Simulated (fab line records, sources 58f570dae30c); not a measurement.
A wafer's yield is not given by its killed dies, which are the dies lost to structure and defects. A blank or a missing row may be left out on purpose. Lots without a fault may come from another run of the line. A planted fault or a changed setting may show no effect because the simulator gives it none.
The tool behind it: which one? | flow berkeley cmos170 | 7 lots with 21 wafers sampled at 4 steps, on a route of 331 steps

== WHAT EACH GAUGE READ, for each wafer ==
UCB170_M2_RS_MEAS_02: measures by four-point-probe.
lot  | measured     | on            | M2_AL_RS (ohm/sq)
L368 | day 8 16:31  | film metro-04 | 0.0320 0.0330 0.0321
L373 | day 10 13:29 | film metro-02 | 0.0327 0.0327 0.0327
L376 | day 10 13:58 | film metro-02 | 0.0328 0.0328 0.0328
L379 | day 11 14:42 | film metro-03 | 0.0317 0.0325 0.0325
L384 | day 12 04:50 | film metro-03 | 0.0317 0.0330 0.0324
L388 | day 13 21:43 | film metro-04 | 0.0319 0.0328 0.0316
L390 | day 14 04:32 | film metro-04 | 0.0314 0.0319 0.0311

== WHAT TOOL EACH LOT RAN ON (gives the tool, then ch and the chambers of the sampled wafers, and finally the start) ==
lot  | UCB170_SDANNEAL_RTA_00           | UCB170_CONTACT_RTA_08            | UCB170_M2_SPUTTER_01
L368 | rtp anneal-01 ch 0, day 8 04:15  | rtp anneal-02 ch 0, day 8 08:16  | pvd sputter-02, day 8 16:23
L373 | rtp anneal-02 ch 0, day 9 21:03  | rtp anneal-01 ch 0, day 10 02:29 | pvd sputter-01, day 10 13:20
L376 | rtp anneal-02 ch 0, day 9 21:32  | rtp anneal-01 ch 0, day 10 02:32 | pvd sputter-01, day 10 13:53
L379 | rtp anneal-01 ch 0, day 11 03:17 | rtp anneal-01 ch 0, day 11 07:04 | pvd sputter-02, day 11 14:35
L384 | rtp anneal-02 ch 0, day 11 14:18 | rtp anneal-02 ch 0, day 11 19:33 | pvd sputter-02, day 12 04:44
L388 | rtp anneal-02 ch 0, day 13 04:29 | rtp anneal-02 ch 0, day 13 08:53 | pvd sputter-02, day 13 21:35
L390 | rtp anneal-02 ch 0, day 13 13:34 | rtp anneal-02 ch 0, day 13 18:16 | pvd sputter-04, day 14 04:27
- UCB170_SDANNEAL_RTA_00: time 10 s.
- UCB170_CONTACT_RTA_08: time 10 s.
- UCB170_M2_SPUTTER_01: material Al, target thk 900 nm, time 120 s.

== THE ANSWER, worked out from the rows above alone ==
Rule: what is usual is taken from the lots themselves. Put in order of their means at a reading, lots are off if they are a third of the lots or fewer, leave a main group of 4 or more, and stand apart from it by a gap of 3 or more times the standard deviation of the main group's means; of several such gaps the widest counts. If all means in a main group match to the digits the tables above print for the reading, that group is not used. Also off: a lot with no number at a reading for which 4 or more lots have one. The other lots that the step has rows for count as sound.
No lot is off on any of the readings shown, so nothing can be concluded from this.

== WHAT WAS PUT IN BY THE SIMULATOR ==
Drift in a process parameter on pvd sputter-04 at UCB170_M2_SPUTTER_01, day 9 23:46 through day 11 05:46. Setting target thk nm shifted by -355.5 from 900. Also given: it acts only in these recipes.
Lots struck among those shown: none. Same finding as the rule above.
